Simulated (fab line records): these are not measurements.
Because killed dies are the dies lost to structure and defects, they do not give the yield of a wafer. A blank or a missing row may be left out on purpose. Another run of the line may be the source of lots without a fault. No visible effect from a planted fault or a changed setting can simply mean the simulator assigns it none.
fab line records    flow ritCmos
record: lots: 14  wafers: 42  lastDay: 7
route steps=202 shown ACTIVE@2 M1@202
lots untouched by any fault: they come from a run of this same line in which no faults occurred
startH: the number of hours between the record's first day and the start of the first shown wafer of the lot    waitH: time in hours since the lot's previous step    " repeats the value in the row above    L1.1+2: a row that stands for several wafers    - value missing, or start not given    * or withheld: withheld    < > ~ a bound
route shown NAME@n: names a module that has steps shown in the file, with the first one's number in the route    usual: mean/standard deviation taken from wafers without a fault    same: alike in all rows    chamber/n: place in a boat    sites: the reading at each site    _std_site: how widely they spread, as a standard deviation    _edge_site: inner sites' mean taken away from outer sites' mean    radiusMm: how far each site lies from the wafer's centre    mask NAME#n: copy n    behind: the last tool/chamber to shape the wafer    hold: cause of the lot's hold/its duration in hours/its outcome    device: whichever transistor did not switch (one of n, p or np)    end of line: tests of these same wafers at the route's end    step lacking rows: just its recipe    killed: the dies lost at the first sort to structure and to defects; this is not the yield of the wafer    map: shows each die of a wafer: x if killed, . if not, _ if none is there
set.NAME: the run value of the setting; set.NAME@STEP: its run value at that earlier step    model.NAME: the simulator's own value behind a step, which no gauge read
steps of the route over a sample of lots; a table a step, a row a wafer
services: a tool's chamber out of use, with start hour (startH, from the record's first day; less than 0 if before it), hours out, and reason
== steps ==
step: RIT_ACTIVE_OXIDATION_01
recipe: tempC: 1000  ambient: O2  targetThkA: 468  oxTimeS: 3360
usual: spikeTcCentreC: 1002.8/1.9  spikeTcLoadC: 1027/3.8  spikeTcSourceC: 1027.1/1.9  tubeCenterTempC: 1000/0.093  tube_center_temp_C_max: 1002.6/0.43  zonePowerCentrePct: 52.0/1.8
same: oxTimeS: 3360
lot.wafer  tool        chamber  startH  waitH  spikeTcCentreC  spikeTcLoadC  spikeTcSourceC  tubeCenterTempC  tube_center_temp_C_max  zonePowerCentrePct
L928.1     furnace-01  0        10.12   0.1    1002.3          1030          1024.1          1000.1           1002.9                  49.4
L928.4     "           0        "       "      1001.7          1031          1024.3          999.89           1002.1                  49.4
L928.5     "           0        "       "      1002.1          1029          1024.4          1000.1           1003.6                  49.4
L929.1     furnace-02  0        15.12   0.1    1001.8          1031          1030.2          1000             1002.4                  52.4
L929.2     "           0        "       "      1002.6          1031          1027.8          999.98           1003.1                  53.6
L929.4     "           0        "       "      1002.3          1030          1027.5          999.97           1002.5                  53.4
L930.2     furnace-03  0        20.12   0.1    1003.7          1022          1028.2          1000             1002.9                  52.6
L930.4     "           0        "       "      1003.4          1020          1028.4          999.88           1002.6                  52.5
L930.5     "           0        "       "      1003.9          1023          1028.8          1000             1002.7                  53.2
L931.1     furnace-02  0        25.12   0.1    1003.1          1030          1028.8          1000             1001.9                  53.1
L931.3     "           0        "       "      1001.4          1031          1029.6          999.98           1003.3                  52.4
L931.5     "           0        "       "      1003.5          1031          1027.2          1000.1           1003.4                  53.0
L934.4     furnace-03  0        40.12   0.0    1004.6          1022          1027.5          999.97           1002.5                  53.7
L934.5     "           0        "       "      1004.5          1023          1028.4          1000.1           1002.4                  52.9
L934.6     "           0        "       "      1005.1          1023          1026.9          1000.2           1003.9                  53.0
L936.3     furnace-02  0        50.12   0.1    1001.4          1029          1030.5          999.89           1002.2                  53.7
L936.4     "           0        "       "      1000.8          1030          1027.6          999.93           1001.6                  52.8
L936.6     "           0        "       "      1000.3          1030          1029.1          1000.1           1002.1                  53.3
L938.2     furnace-01  0        60.12   0.1    1001.0          1029          1025.0          999.9            1002.6                  49.2
L938.4     "           0        "       "      1001.5          1030          1022.8          999.85           1002.5                  49.6
L938.5     "           0        "       "      1000.8          1028          1023.5          999.87           1002.9                  49.3
L939.2     furnace-03  0        65.12   0.1    1003.1          1024          1027.3          999.91           1002.2                  52.6
L939.4     "           0        "       "      1005.2          1023          1026.3          1000.1           1002.6                  53.1
L939.6     "           0        "       "      1003.9          1023          1026.5          1000.1           1002.4                  53.9
L940.2     furnace-01  0        70.12   0.1    1002.6          1030          1024.8          999.99           1003.1                  48.5
L940.4     "           0        "       "      1001.5          1030          1024.4          999.87           1002.2                  49.3
L940.5     "           0        "       "      1001.8          1030          1024.7          1000             1002.2                  48.7
L941.1     furnace-01  0        75.12   0.1    977.0           1006          997.9           975.01           977.4                   48.4
L941.4     "           0        "       "      977.1           1004          998.8           974.94           977.6                   46.9
L941.5     "           0        "       "      974.9           1004          998.8           975.07           976.8                   47.4
L944.1     furnace-01  0        91.00   1.0    972.8           1005          998.0           975.03           977.3                   48.2
L944.3     "           0        "       "      974.9           1004          998.5           974.92           977.1                   47.6
L944.5     "           0        "       "      975.4           1005          1000.0          974.94           977.8                   48.0
L947.4     furnace-03  0        106.19  1.1    1005.9          1023          1029.3          999.91           1002.8                  53.5
L947.5     "           0        "       "      1003.6          1021          1029.1          999.94           1001.7                  53.5
L947.6     "           0        "       "      1004.7          1024          1029.0          999.9            1002.5                  53.2
L950.4     furnace-02  0        121.25  1.2    1001.6          1031          1028.0          1000.2           1002.5                  53.1
L950.5     "           0        "       "      1002.0          1029          1029.5          999.92           1002.2                  52.9
L950.6     "           0        "       "      1001.7          1029          1028.5          999.97           1002.5                  52.5
L951.2     furnace-03  0        125.45  0.4    1004.2          1022          1027.1          999.86           1003.1                  53.7
L951.5     "           0        "       "      1004.7          1022          1028.7          1000             1002.6                  53.1
L951.6     "           0        "       "      1005.0          1024          1027.6          1000.1           1002.6                  52.5
step: RIT_ACTIVE_THK_MEAS_02
recipe: reads: SiO2_of_ACTIVE_OXIDATION_01
usual: ACTIVE_OXIDE_THK: 46.3/0.83
lot.wafer  tool          chamber  startH  waitH  ACTIVE_OXIDE_THK[nm]
L928.1     filmMetro-03  -        12.05   0.0    46.9
L928.4     "             -        "       "      46.9
L928.5     "             -        "       "      47.3
L929.1     filmMetro-03  -        17.05   0.0    46.8
L929.2     "             -        "       "      45.9
L929.4     "             -        "       "      46.0
L930.2     filmMetro-03  -        22.06   0.0    46.2
L930.4     "             -        "       "      45.5
L930.5     "             -        "       "      46.0
L931.1     filmMetro-03  -        27.05   0.0    45.7
L931.3     "             -        "       "      46.7
L931.5     "             -        "       "      47.4
L934.4     filmMetro-01  -        42.08   0.0    46.3
L934.5     "             -        "       "      47.0
L934.6     "             -        "       "      47.6
L936.3     filmMetro-04  -        52.07   0.0    44.3
L936.4     "             -        "       "      44.3
L936.6     "             -        "       "      45.0
L938.2     filmMetro-04  -        62.06   0.0    46.7
L938.4     "             -        "       "      45.7
L938.5     "             -        "       "      46.6
L939.2     filmMetro-03  -        67.06   0.0    46.6
L939.4     "             -        "       "      46.9
L939.6     "             -        "       "      46.4
L940.2     filmMetro-03  -        72.06   0.0    45.0
L940.4     "             -        "       "      46.6
L940.5     "             -        "       "      46.7
L941.1     filmMetro-03  -        77.05   0.0    37.1
L941.4     "             -        "       "      36.2
L941.5     "             -        "       "      37.1
L944.1     filmMetro-04  -        92.94   0.0    36.1
L944.3     "             -        "       "      37.4
L944.5     "             -        "       "      37.2
L947.4     filmMetro-04  -        108.15  0.0    46.6
L947.5     "             -        "       "      47.0
L947.6     "             -        "       "      47.1
L950.4     filmMetro-04  -        123.21  0.0    46.2
L950.5     "             -        "       "      45.5
L950.6     "             -        "       "      45.4
L951.2     filmMetro-03  -        127.39  0.0    46.3
L951.5     "             -        "       "      46.0
L951.6     "             -        "       "      45.2
step: RIT_M1_PROBE_99
usual: killedAtContacts: 0.1/0.23  killedAtFrontEnd: 7/3  killedDies: 7/3.1  killedOnRim: 1.9/1.5  killedOpen: 3.3/2.1  killedShort: 3.3/2
same: grossDies: 264  killed_at_M0_to_M3: 0  killed_at_M4_up: 0  killedAtBackSide: 0  killedAtOther: 0
lot.wafer  tool       chamber  startH  waitH  killedAtContacts  killedAtFrontEnd  killedDies  killedOnRim  killedOpen  killedShort
L928.1     prober-02  -        58.67   0.1    0                 12                12          4            7           5
L928.4     prober-02  -        58.82   0.2    0                 10                10          2            2           8
L928.5     prober-02  -        58.87   0.2    0                 13                13          3            9           4
L929.1     prober-01  -        62.16   0.1    0                 6                 6           1            3           3
L929.2     prober-01  -        62.21   0.1    0                 3                 3           1            1           2
L929.4     prober-01  -        62.31   0.2    0                 7                 7           3            4           3
L930.2     prober-02  -        67.69   0.1    0                 6                 6           4            3           3
L930.4     prober-02  -        67.79   0.2    1                 6                 7           2            4           3
L930.5     prober-02  -        67.84   0.2    0                 6                 6           2            2           4
L931.1     prober-01  -        74.29   0.1    0                 12                12          3            3           9
L931.3     prober-01  -        74.39   0.2    0                 6                 6           1            1           5
L931.5     prober-01  -        74.49   0.2    0                 11                11          1            7           4
L934.4     prober-02  -        92.46   0.2    1                 15                16          4            9           7
L934.5     prober-02  -        92.51   0.2    0                 11                11          6            9           2
L934.6     prober-02  -        92.56   0.2    0                 4                 4           0            2           2
L936.3     prober-02  -        106.48  0.2    0                 9                 9           2            5           4
L936.4     prober-02  -        106.53  0.2    0                 4                 4           3            3           1
L936.6     prober-02  -        106.63  0.2    0                 6                 6           4            4           2
L939.2     prober-02  -        118.49  0.1    0                 7                 7           1            5           2
L939.4     prober-02  -        118.59  0.2    0                 3                 3           1            0           3
L939.6     prober-02  -        118.69  0.2    0                 4                 4           2            4           0
L938.2     prober-01  -        120.53  0.1    0                 9                 9           3            4           5
L938.4     prober-01  -        120.63  0.2    0                 3                 3           1            3           0
L938.5     prober-01  -        120.68  0.2    0                 12                12          4            8           4
L940.2     prober-02  -        122.54  0.1    0                 8                 8           1            4           4
L940.4     prober-02  -        122.64  0.2    0                 6                 6           2            3           3
L940.5     prober-02  -        122.69  0.2    0                 6                 6           2            5           1
L941.1     prober-01  -        133.97  0.1    0                 2                 2           1            1           1
L941.4     prober-01  -        134.12  0.2    0                 8                 8           2            3           5
L941.5     prober-01  -        134.17  0.2    0                 5                 5           2            1           4
L944.1     prober-02  -        143.67  0.1    0                 6                 6           2            1           5
L944.3     prober-02  -        143.77  0.2    0                 8                 8           2            5           3
L944.5     prober-02  -        143.87  0.2    0                 11                11          0            7           4
L947.4     prober-01  -        157.34  0.2    0                 6                 6           3            2           4
L947.5     prober-01  -        157.39  0.2    0                 6                 6           3            4           2
L947.6     prober-01  -        157.44  0.2    0                 10                10          4            2           8
L950.4     prober-02  -        169.96  0.2    0                 12                12          6            7           5
L950.5     prober-02  -        170.01  0.2    0                 12                12          4            8           4
L950.6     prober-02  -        170.06  0.2    0                 7                 7           2            2           5
L951.2     prober-01  -        172.99  0.1    0                 1                 1           0            1           0
L951.5     prober-01  -        173.14  0.2    0                 7                 7           2            6           1
L951.6     prober-01  -        173.19  0.2    0                 5                 5           1            3           2
killed by level:class
L928.1 GATE:geometricParticle:open=3 REOX:geometricParticle:short=2 SILICIDE:geometricParticle:open=2 SILICIDE:geometricParticle:short=2 FOX1:geometricParticle:open=1 FOX1:geometricParticle:short=1 REOX:geometricParticle:open=1
L928.4 FOX1:geometricParticle:short=5 FOX1:geometricParticle:open=2 GATE:geometricParticle:short=2 SILICIDE:geometricParticle:short=1
L928.5 GATE:geometricParticle:open=3 REOX:geometricParticle:open=2 FOX1:geometricParticle:short=1 FOX1:geometricParticle:open=1 FOX2:geometricParticle:open=1 REOX:geometricParticle:short=1 SPACER:geometricParticle:short=1 SPACER:geometricParticle:open=1
L929.1 SILICIDE:geometricParticle:short=2 FOX1:geometricParticle:open=1 GATE:geometricParticle:short=1 GATE:geometricParticle:open=1 SILICIDE:geometricParticle:open=1
L929.2 FOX2:geometricParticle:short=1 GATE:geometricParticle:short=1 REOX:geometricParticle:open=1
L929.4 SILICIDE:geometricParticle:open=2 FOX1:geometricParticle:open=1 FOX2:geometricParticle:short=1 GATE:geometricParticle:open=1 REOX:geometricParticle:short=1 SPACER:geometricParticle:short=1
L930.2 FOX1:geometricParticle:open=2 FOX1:geometricParticle:short=1 FOX2:geometricParticle:short=1 GATE:geometricParticle:open=1 SPACER:geometricParticle:short=1
L930.4 GATE:geometricParticle:open=4 SPACER:geometricParticle:short=2 CONTACT:geometricParticle:short=1
L930.5 SILICIDE:geometricParticle:open=2 FOX1:geometricParticle:short=1 FOX2:geometricParticle:short=1 GATE:geometricParticle:short=1 SILICIDE:geometricParticle:short=1
L931.1 REOX:geometricParticle:short=3 GATE:geometricParticle:open=2 GATE:geometricParticle:short=2 SPACER:geometricParticle:short=2 FOX1:geometricParticle:short=1 REOX:geometricParticle:open=1 SILICIDE:geometricParticle:short=1
L931.3 GATE:geometricParticle:short=3 FOX1:geometricParticle:short=2 SILICIDE:geometricParticle:open=1
L931.5 GATE:geometricParticle:short=3 SILICIDE:geometricParticle:open=3 SPACER:geometricParticle:open=2 FOX1:geometricParticle:open=1 FOX2:geometricParticle:open=1 SPACER:geometricParticle:short=1
L934.4 FOX2:geometricParticle:open=4 SILICIDE:geometricParticle:open=4 REOX:geometricParticle:short=2 SILICIDE:geometricParticle:short=2 FOX2:geometricParticle:short=1 GATE:geometricParticle:short=1 GATE:geometricParticle:open=1 CONTACT:geometricParticle:short=1
L934.5 REOX:geometricParticle:open=4 FOX1:geometricParticle:open=3 SILICIDE:geometricParticle:open=2 FOX1:geometricParticle:short=1 SILICIDE:geometricParticle:short=1
L934.6 FOX1:geometricParticle:open=2 FOX1:geometricParticle:short=1 FOX2:geometricParticle:short=1
L936.3 REOX:geometricParticle:open=4 GATE:geometricParticle:short=2 SILICIDE:geometricParticle:short=2 SILICIDE:geometricParticle:open=1
L936.4 GATE:geometricParticle:open=2 SPACER:geometricParticle:short=1 SILICIDE:geometricParticle:open=1
L936.6 REOX:geometricParticle:open=2 GATE:geometricParticle:short=1 SPACER:geometricParticle:open=1 SPACER:geometricParticle:short=1 SILICIDE:geometricParticle:open=1
L939.2 FOX1:geometricParticle:open=2 GATE:geometricParticle:open=2 FOX1:geometricParticle:short=1 GATE:geometricParticle:short=1 SPACER:geometricParticle:open=1
L939.4 FOX1:geometricParticle:short=1 GATE:geometricParticle:short=1 SILICIDE:geometricParticle:short=1
L939.6 FOX2:geometricParticle:open=2 REOX:geometricParticle:open=1 SPACER:geometricParticle:open=1
L938.2 FOX1:geometricParticle:short=2 REOX:geometricParticle:short=2 SPACER:geometricParticle:open=2 FOX2:geometricParticle:short=1 REOX:geometricParticle:open=1 SILICIDE:geometricParticle:open=1
L938.4 GATE:geometricParticle:open=1 SPACER:geometricParticle:open=1 SILICIDE:geometricParticle:open=1
L938.5 GATE:geometricParticle:open=3 REOX:geometricParticle:open=2 FOX1:geometricParticle:open=1 FOX1:geometricParticle:short=1 REOX:geometricParticle:short=1 SPACER:geometricParticle:open=1 SPACER:geometricParticle:short=1 SILICIDE:geometricParticle:open=1
L940.2 GATE:geometricParticle:short=3 REOX:geometricParticle:open=2 FOX1:geometricParticle:open=1 REOX:geometricParticle:short=1 SPACER:geometricParticle:open=1
L940.4 FOX1:geometricParticle:open=2 FOX1:geometricParticle:short=1 GATE:geometricParticle:open=1 GATE:geometricParticle:short=1 SPACER:geometricParticle:short=1
L940.5 GATE:geometricParticle:open=2 FOX1:geometricParticle:open=1 REOX:geometricParticle:open=1 SPACER:geometricParticle:open=1 SILICIDE:geometricParticle:short=1
L941.1 FOX2:geometricParticle:short=1 GATE:geometricParticle:open=1
L941.4 GATE:geometricParticle:short=3 GATE:geometricParticle:open=2 REOX:geometricParticle:short=2 REOX:geometricParticle:open=1
L941.5 GATE:geometricParticle:short=2 FOX2:geometricParticle:short=1 FOX2:geometricParticle:open=1 SPACER:geometricParticle:short=1
L944.1 REOX:geometricParticle:short=2 SILICIDE:geometricParticle:short=2 FOX1:geometricParticle:short=1 REOX:geometricParticle:open=1
L944.3 GATE:geometricParticle:short=3 GATE:geometricParticle:open=2 FOX2:geometricParticle:open=1 REOX:geometricParticle:open=1 SILICIDE:geometricParticle:open=1
L944.5 REOX:geometricParticle:open=3 GATE:geometricParticle:open=2 REOX:geometricParticle:short=2 SILICIDE:geometricParticle:open=2 FOX2:geometricParticle:short=1 GATE:geometricParticle:short=1
L947.4 SILICIDE:geometricParticle:short=3 GATE:geometricParticle:short=1 SILICIDE:geometricParticle:open=1 REOX:geometricParticle:open=1
L947.5 GATE:geometricParticle:open=2 SPACER:geometricParticle:open=2 FOX1:geometricParticle:short=1 GATE:geometricParticle:short=1
L947.6 FOX1:geometricParticle:short=4 SPACER:geometricParticle:short=2 GATE:geometricParticle:short=1 SPACER:geometricParticle:open=1 SILICIDE:geometricParticle:open=1 SILICIDE:geometricParticle:short=1
L950.4 SILICIDE:geometricParticle:open=5 FOX1:geometricParticle:short=2 FOX2:geometricParticle:open=2 GATE:geometricParticle:short=2 REOX:geometricParticle:short=1
L950.5 SPACER:geometricParticle:short=3 REOX:geometricParticle:open=2 SPACER:geometricParticle:open=2 SILICIDE:geometricParticle:open=2 FOX1:geometricParticle:open=1 GATE:geometricParticle:open=1 GATE:geometricParticle:short=1
L950.6 REOX:geometricParticle:short=2 SILICIDE:geometricParticle:open=2 GATE:geometricParticle:short=1 SPACER:geometricParticle:short=1 SILICIDE:geometricParticle:short=1
L951.2 FOX1:geometricParticle:open=1
L951.5 FOX2:geometricParticle:open=2 FOX2:geometricParticle:short=1 GATE:geometricParticle:open=1 REOX:geometricParticle:open=1 SPACER:geometricParticle:open=1 SILICIDE:geometricParticle:open=1
L951.6 FOX1:geometricParticle:open=1 FOX1:geometricParticle:short=1 FOX2:geometricParticle:short=1 GATE:geometricParticle:open=1 SILICIDE:geometricParticle:open=1
== services ==
tool        chamber  startH  hours  kind
furnace-02  -        -6.87   2.7    pm
furnace-01  -        1.21    3.7    pm
furnace-03  -        28.49   3.5    pm
furnace-02  -        66.27   3.9    pm
== key ==
firstSign: step: RIT_ACTIVE_OXIDATION_01  reading: tubeCenterTempC  direction: down  sigmas: 99+  usual: *  struck: *
effect: step: RIT_ACTIVE_OXIDATION_01  reading: tube_center_temp_C_max  direction: down  sigmas: 59  usual: *  struck: *
effect: step: RIT_ACTIVE_THK_MEAS_02  reading: ACTIVE_OXIDE_THK  direction: down  sigmas: 11  usual: 46.3  struck: 36.9
metAt RIT_ACTIVE_OXIDATION_01
struckLots L941,L944
testerLeftOut L941,L944
onsetBetween 70.12 75.12
fault: kind: processParameterDrift  tool: furnace-01  chamber: -  onsetH: 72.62  steps: RIT_ACTIVE_OXIDATION_01  channel: tempC  offset: *  shape: step  endH: 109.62  actsIn: *  stated: *
testerLeftOut: of these lots the tester's yield and bins aren't shown, on N5 and GAA mostly nor the transistor test; their killed dies are dies lost to structure and defects alone, not to doping, threshold or leakage, so they don't give the yield
